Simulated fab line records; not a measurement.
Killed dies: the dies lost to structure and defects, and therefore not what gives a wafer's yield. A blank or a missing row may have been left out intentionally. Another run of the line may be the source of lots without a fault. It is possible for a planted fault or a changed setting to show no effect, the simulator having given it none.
Shared-tool check | flow berkeley_cmos170 | Sample size 13 lots and 39 wafers

REASON FOR OPENING
At UCB170_CONTACT_CD_MEAS_15 the reading cd_nm is flagged on 1 of 13 lots. No-fault wafers: 700.3 nm, standard deviation 1.6.
Rule: a lot is flagged when every wafer of it that has a number lies more than 4 standard deviations from that mean, or none has a number. The other lots count as sound.

lot  | measured     | on        | cd_nm (nm), wafer by wafer | flag
L699 | day 7 15:59  | cd_sem-01 | 702.5 702.7 702.4          |
L701 | day 8 14:05  | cd_sem-01 | 700.7 699.4 700.3          |
L703 | day 8 14:14  | cd_sem-01 | 700.5 701.0 699.9          |
L702 | day 8 14:14  | cd_sem-02 | 701.5 701.5 703.5          |
L707 | day 8 20:25  | cd_sem-02 | 696.8 699.3 699.3          |
L708 | day 8 22:05  | cd_sem-01 | 698.2 699.6 699.0          |
L706 | day 8 23:04  | cd_sem-01 | 748.1 749.4 749.9          | FLAGGED
L712 | day 10 11:06 | cd_sem-02 | 703.3 703.3 701.6          |
L714 | day 10 11:45 | cd_sem-02 | 699.8 700.0 699.6          |
L715 | day 10 14:23 | cd_sem-02 | 703.4 702.7 701.8          |
L717 | day 10 14:41 | cd_sem-01 | 698.8 698.0 697.4          |
L719 | day 11 04:16 | cd_sem-01 | 700.6 699.1 699.5          |
L721 | day 12 01:33 | cd_sem-02 | 699.7 700.0 699.6          |
Average over the flagged lots: 749.1 nm; offset from the usual +48.8 nm, equal to +31 standard deviations.

LOT BY LOT: THE TOOL USED
The record keeps 1 process step preceding the reading, out of 331 steps on the route. Each cell gives the tool, then ch followed by the chambers the sampled wafers passed through, then the start.
lot  | flag    | UCB170_CONTACT_EXPOSE_12
L699 |         | krf_scanner-01 ch 0, day 7 15:02
L701 |         | krf_scanner-02 ch 0, day 8 13:15
L703 |         | krf_scanner-01 ch 0, day 8 13:35
L702 |         | krf_scanner-02 ch 0, day 8 13:50
L707 |         | krf_scanner-02 ch 0, day 8 20:02
L708 |         | krf_scanner-02 ch 0, day 8 21:41
L706 | FLAGGED | krf_scanner-01 ch 0, day 8 22:28
L712 |         | krf_scanner-02 ch 0, day 10 10:41
L714 |         | krf_scanner-01 ch 0, day 10 11:22
L715 |         | krf_scanner-02 ch 0, day 10 13:29
L717 |         | krf_scanner-01 ch 0, day 10 13:57
L719 |         | krf_scanner-02 ch 0, day 11 03:10
L721 |         | krf_scanner-02 ch 0, day 12 01:10
What these steps do:
- UCB170_CONTACT_EXPOSE_12: exposes mask CONT, target cd 700 nm.
- UCB170_CONTACT_CD_MEAS_15: target cd 700 nm.

FLAGGED AGAINST TOTAL, ONE TOOL AT A TIME (gauges that did the reading follow at the end)
step                      | tool           | lots run | flagged | share of the flagged lots | sound lots run after its first flagged lot
UCB170_CONTACT_EXPOSE_12  | krf_scanner-01 | 5        | 1       | all                       | 2 (L714,L717)
UCB170_CONTACT_EXPOSE_12  | krf_scanner-02 | 8        | 0       | none                      | -
UCB170_CONTACT_CD_MEAS_15 | cd_sem-01      | 7        | 1       | all                       | 2 (L717,L719)
UCB170_CONTACT_CD_MEAS_15 | cd_sem-02      | 6        | 0       | none                      | -

WHAT IS ALLOWED BY THE TABLE
Rows of the table that ran all the flagged lots, 2 in number: krf_scanner-01 at UCB170_CONTACT_EXPOSE_12; cd_sem-01 at UCB170_CONTACT_CD_MEAS_15.
- krf_scanner-01 at UCB170_CONTACT_EXPOSE_12 ran 5 lots, 1 of them flagged. After the first flagged lot (L714, L717), sound lots still ran on it; a lasting fault on the whole tool would not permit that.
- cd_sem-01 at UCB170_CONTACT_CD_MEAS_15 ran 7 lots, 1 of them flagged. After the first flagged lot (L717, L719), sound lots still ran on it; a lasting fault on the whole tool would not permit that.
Every row of the table either missed a flagged lot or ran a sound lot after the first.

WHAT THE SIMULATOR PUT IN
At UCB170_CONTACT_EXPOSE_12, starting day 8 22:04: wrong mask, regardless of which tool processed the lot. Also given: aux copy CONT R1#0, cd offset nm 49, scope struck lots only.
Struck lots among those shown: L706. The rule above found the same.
